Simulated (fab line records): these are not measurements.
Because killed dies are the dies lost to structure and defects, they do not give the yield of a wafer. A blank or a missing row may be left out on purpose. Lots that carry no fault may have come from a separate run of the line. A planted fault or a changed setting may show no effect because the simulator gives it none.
Which tool was responsible? -- flow berkeley_cmos170 -- 13 lots, 39 wafers sampled, at 6 steps of a route of 331

== WHAT EACH GAUGE READ, for each wafer ==
UCB170_CONTACT_CD_MEAS_15 targets a cd of 700 nm. Usual: cd_nm reads 700.1 nm (standard deviation 1.3).
lot,measured,on,cd_nm (nm),flag
L430,day 7 08:31,cd_sem-01,699.5 699.1 699.9,
L431,day 8 04:59,cd_sem-02,698.3 698.1 699.4,
L433,day 8 13:16,cd_sem-01,701.6 701.8 701.2,
L435,day 8 15:45,cd_sem-02,699.2 699.3 699.1,
L439,day 9 10:54,cd_sem-01,700.1 700.1 701.3,
L441,day 9 18:43,cd_sem-01,699.2 700.7 700.3,
L444,day 11 08:26,cd_sem-01,697.4 699.1 698.7,
L446,day 11 08:41,cd_sem-02,701.1 699.9 701.6,
L448,day 11 18:56,cd_sem-02,702.6 702.1 702.1,
L449,day 11 21:02,cd_sem-01,701.4 699.8 701.3,
L451,day 12 12:35,cd_sem-01,699.4 700.3 699.8,
L452,day 12 12:43,cd_sem-02,701.4 701.8 703.2,
L453,day 12 20:40,cd_sem-01,700.5 700.8 699.9,

UCB170_CONTACT_CD_MEAS_90 targets a cd of 700 nm. Usual: cd_nm reads 699.7 nm (standard deviation 1.5).
lot,measured,on,cd_nm (nm),flag
L430,day 7 08:56,cd_sem-02,699.5 700.0 699.3,
L431,day 8 05:24,cd_sem-01,699.6 698.4 699.9,
L433,day 8 13:41,cd_sem-01,700.5 701.2 699.9,
L435,day 8 16:14,cd_sem-02,699.1 698.3 698.8,
L439,day 9 11:19,cd_sem-02,700.3 699.1 701.2,
L441,day 9 19:08,cd_sem-02,699.5 700.3 701.4,
L444,day 11 08:52,cd_sem-02,697.6 699.6 696.9,
L446,day 11 09:07,cd_sem-02,701.0 699.2 702.0,
L448,day 11 19:21,cd_sem-01,701.6 701.5 701.5,
L449,day 11 21:28,cd_sem-01,701.7 699.3 701.2,
L451,day 12 13:01,cd_sem-01,698.3 698.7 699.5,
L452,day 12 13:08,cd_sem-01,701.0 701.6 702.6,
L453,day 12 21:05,cd_sem-01,698.8 699.8 699.0,

UCB170_V1_CD_MEAS_90 targets a cd of 700 nm. Usual: cd_nm reads 699.1 nm (standard deviation 1.4).
lot,measured,on,cd_nm (nm),flag
L430,day 7 15:03,cd_sem-01,699.1 700.6 699.5,
L431,day 8 12:27,cd_sem-01,696.5 696.7 696.9,
L433,day 8 19:43,cd_sem-02,699.7 700.9 700.1,
L435,day 8 23:39,cd_sem-02,700.3 699.1 700.3,
L439,day 9 18:31,cd_sem-01,692.4 698.4 698.3,
L441,day 10 00:44,cd_sem-02,697.4 698.6 698.2,
L444,day 11 15:06,cd_sem-01,696.4 698.8 698.9,
L446,day 11 16:41,cd_sem-01,698.0 698.2 697.9,
L448,day 12 03:05,cd_sem-01,698.2 700.2 699.8,
L449,day 12 04:06,cd_sem-01,698.4 698.4 697.9,
L451,day 12 20:27,cd_sem-01,698.6 699.2 696.5,
L452,day 12 20:47,cd_sem-02,699.2 698.3 698.0,
L453,day 13 04:08,cd_sem-02,698.9 698.0 698.2,

== WHICH TOOL RAN EACH LOT (tool, then ch and the chambers of the sampled wafers, then the start) ==
lot,UCB170_CONTACT_RTA_08,UCB170_V1_ETCH_14,UCB170_V1_STRIP_15
L430,"rtp_anneal-02 ch 0, day 7 07:27","rie_diel-01 ch 0,1,2, day 7 14:46","plasma_asher-02 ch 0,1, day 7 14:57"
L431,"rtp_anneal-02 ch 0, day 8 03:55","rie_diel-04 ch 0,1,3, day 8 12:10","plasma_asher-01 ch 0,1, day 8 12:21"
L433,"rtp_anneal-02 ch 0, day 8 06:48","rie_diel-03 ch 0,2,3, day 8 19:26","plasma_asher-03 ch 0,1, day 8 19:37"
L435,"rtp_anneal-01 ch 0, day 8 14:30","rie_diel-03 ch 1,2,3, day 8 23:21","plasma_asher-02 ch 0,1, day 8 23:32"
L439,"rtp_anneal-02 ch 0, day 9 09:42","rie_diel-04 ch 0,1,3, day 9 18:14","plasma_asher-01 ch 0,1, day 9 18:25"
L441,"rtp_anneal-01 ch 0, day 9 17:05","rie_diel-03 ch 1,2, day 10 00:23","plasma_asher-02 ch 0,1, day 10 00:36"
L444,"rtp_anneal-02 ch 0, day 11 07:31","rie_diel-01 ch 1,2,3, day 11 14:48","plasma_asher-02 ch 0,1, day 11 14:59"
L446,"rtp_anneal-01 ch 0, day 11 07:43","rie_diel-03 ch 2,3, day 11 16:24","plasma_asher-01 ch 0,1, day 11 16:35"
L448,"rtp_anneal-01 ch 0, day 11 17:30","rie_diel-03 ch 1,2,3, day 12 02:48","plasma_asher-03 ch 0,1, day 12 02:59"
L449,"rtp_anneal-01 ch 0, day 11 19:08","rie_diel-03 ch 0,1, day 12 03:48","plasma_asher-02 ch 1, day 12 03:59"
L451,"rtp_anneal-02 ch 0, day 12 11:29","rie_diel-03 ch 0,1,3, day 12 20:10","plasma_asher-03 ch 0,1, day 12 20:21"
L452,"rtp_anneal-01 ch 0, day 12 11:43","rie_diel-04 ch 2,3, day 12 20:31","plasma_asher-01 ch 0,1, day 12 20:41"
L453,"rtp_anneal-02 ch 0, day 12 19:30","rie_diel-04 ch 0,2,3, day 13 03:49","plasma_asher-03 ch 0,1, day 13 04:02"
- UCB170_CONTACT_RTA_08: time 10 s.
- UCB170_V1_ETCH_14: etches SiO2 in CHF3/CF4/Ar, stops on Al, target depth 1250 nm, time 291 s.
- UCB170_V1_STRIP_15: strips in O2.

== WHAT THE TOOLS THEMSELVES READ (means of the sampled wafers that have a number; where no wafer has one, the mark that the record gives instead) ==
UCB170_CONTACT_RTA_08. Usual: chamber_o2_ppm 2.001, standard deviation 0.024; lamp_power_pct 24.9 %, standard deviation 0.86; wafer_temp_C_max 903.4, standard deviation 0.7.
lot,tool,chamber_o2_ppm,lamp_power_pct (%),wafer_temp_C_max,flag
L430,rtp_anneal-02,1.978,25.7,903.4,
L431,rtp_anneal-02,2.016,25.7,903.3,
L433,rtp_anneal-02,2.002,25.7,902.7,
L435,rtp_anneal-01,2.019,24.0,903.5,
L439,rtp_anneal-02,1.979,25.7,903.8,
L441,rtp_anneal-01,1.998,24.0,902.7,
L444,rtp_anneal-02,2.002,25.7,904.0,
L446,rtp_anneal-01,1.998,23.9,903.0,
L448,rtp_anneal-01,2.018,23.9,904.3,
L449,rtp_anneal-01,2.017,24.0,903.5,
L451,rtp_anneal-02,1.984,25.7,903.8,
L452,rtp_anneal-01,1.969,23.9,903.3,
L453,rtp_anneal-02,2.018,25.7,904.4,

UCB170_V1_ETCH_14. Usual: CHF3_flow_sccm 45.00 sccm, standard deviation 0.13; drypump_motor_current_A 5.8 A, standard deviation 0.53; oes_product_au 0.879 a.u., standard deviation 0.01; rf_fwd_power_W 698.4 W, standard deviation 2.2; throttle_valve_pct 7.01 %, standard deviation 0.1.
lot,tool,CHF3_flow_sccm (sccm),drypump_motor_current_A (A),oes_product_au (a.u.),rf_fwd_power_W (W),throttle_valve_pct (%),flag
L430,rie_diel-01,45.03,5.8,0.884,700.1,6.95,
L431,rie_diel-04,45.12,5.7,0.884,698.5,7.04,
L433,rie_diel-03,44.99,5.8,0.878,699.9,7.08,
L435,rie_diel-03,45.13,5.4,0.875,695.9,7.10,
L439,rie_diel-04,44.97,5.7,0.874,607.3,7.04,OFF
L441,rie_diel-03,45.04,5.2,0.879,699.9,7.06,
L444,rie_diel-01,45.01,5.6,0.890,696.4,6.91,
L446,rie_diel-03,44.92,5.5,0.879,697.4,7.11,
L448,rie_diel-03,44.96,5.4,0.880,697.8,7.11,
L449,rie_diel-03,44.88,5.9,0.870,699.6,7.00,
L451,rie_diel-03,44.98,5.7,0.875,698.6,7.08,
L452,rie_diel-04,45.19,5.9,0.869,700.4,6.96,
L453,rie_diel-04,44.95,5.8,0.872,698.1,7.01,

UCB170_V1_STRIP_15. Usual: drypump_motor_current_A 5.8 A, standard deviation 0.35; oes_product_au 0.722 a.u., standard deviation 0.0049; strip_time_to_endpoint_s 15.33 s, standard deviation 0.11.
lot,tool,drypump_motor_current_A (A),oes_product_au (a.u.),strip_time_to_endpoint_s (s),flag
L430,plasma_asher-02,6.2,0.720,15.25,
L431,plasma_asher-01,6.0,0.725,15.33,
L433,plasma_asher-03,5.7,0.724,15.35,
L435,plasma_asher-02,6.3,0.720,15.39,
L439,plasma_asher-01,5.7,0.722,15.71,OFF
L441,plasma_asher-02,6.3,0.724,15.52,
L444,plasma_asher-02,6.3,0.721,15.20,
L446,plasma_asher-01,6.0,0.724,15.39,
L448,plasma_asher-03,5.6,0.721,15.37,
L449,plasma_asher-02,6.2,0.716,15.35,
L451,plasma_asher-03,5.6,0.717,15.34,
L452,plasma_asher-01,5.7,0.725,15.26,
L453,plasma_asher-03,5.7,0.721,15.36,

== THE ANSWER, worked out from the rows above alone ==
Rule: a lot counts as off when the mean over its wafers that have a number is more than 3 standard deviations away from the usual mean. Also off: a lot with no number at a reading for which 4 or more lots have one. Any other lot the step has rows for is counted as sound. After the gauges, taken in route order, come the tools' own readings; for these a lot's mean is taken, as printed above. The first step at which some lot is off is used, and at that step the reading that is off furthest; a lot without a number counts as furthest.
Off at UCB170_V1_ETCH_14 (rf_fwd_power_W): L439.
A tool fits if, at that step or a process step before it, it ran every lot that is off, and no sound lot after the first of them. None of those tried fits.

== WHAT THE SIMULATOR HAD INSERTED ==
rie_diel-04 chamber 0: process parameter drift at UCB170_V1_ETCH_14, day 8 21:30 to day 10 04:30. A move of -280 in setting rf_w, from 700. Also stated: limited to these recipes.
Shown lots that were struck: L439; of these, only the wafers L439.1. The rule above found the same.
